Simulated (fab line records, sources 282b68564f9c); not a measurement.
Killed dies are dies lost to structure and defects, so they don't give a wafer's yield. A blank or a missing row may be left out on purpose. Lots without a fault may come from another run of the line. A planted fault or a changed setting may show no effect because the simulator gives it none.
Chamber matching | flow rit_cmos | RIT_GATE_ETCH_19 on rie_si-01: 4 sister chambers
The step etches poly-Si in SF6/CHF3/O2, stops on SiO2, time 165 s, target depth 312.5 nm. 4 wafers are shown with their chamber, then 7 later ones without.

WAFERS WITH THEIR CHAMBER
wafer  | chamber | throttle_valve_pct (%)
L315.1 | 0       | 10.12
L315.3 | 2       | 10.17
L317.1 | 3       | 10.27
L317.2 | 1       | 10.11

WAFERS WITHOUT THEIR CHAMBER
wafer  | throttle_valve_pct (%)
L317.4 | 10.12
L323.3 | 10.11
L323.4 | 10.18
L323.5 | 10.11
L325.2 | 10.29
L325.5 | 10.27
L325.6 | 10.17

WHICH CHAMBER EACH WENT THROUGH
wafer  | from the rows above     | in truth
L317.4 | can't be placed: 0 or 1 | 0
L323.3 | can't be placed: 1 or 0 | 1
L323.4 | 2                       | 2
L323.5 | can't be placed: 1 or 0 | 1
L325.2 | 3                       | 3
L325.5 | 3                       | 3
L325.6 | 2                       | 2
Placed correctly: 4 of 7. Can't be placed from these rows: 3 (the true chamber is among the candidates in 3). Placed wrongly: 0.
How it was worked out, from the rows above alone: a wafer's distance from a chamber is the root of the sum, over the readings, of the square of ((its reading less the chamber's mean) divided by the reading's scatter). The wafer belongs to the nearest chamber; if the next one is less than 2 further off, it can't be placed. A chamber's mean is the mean of its shown wafers. The scatter: with one shown wafer a chamber, the root of the mean of the squares of how far each hidden wafer lies from its nearest shown one.
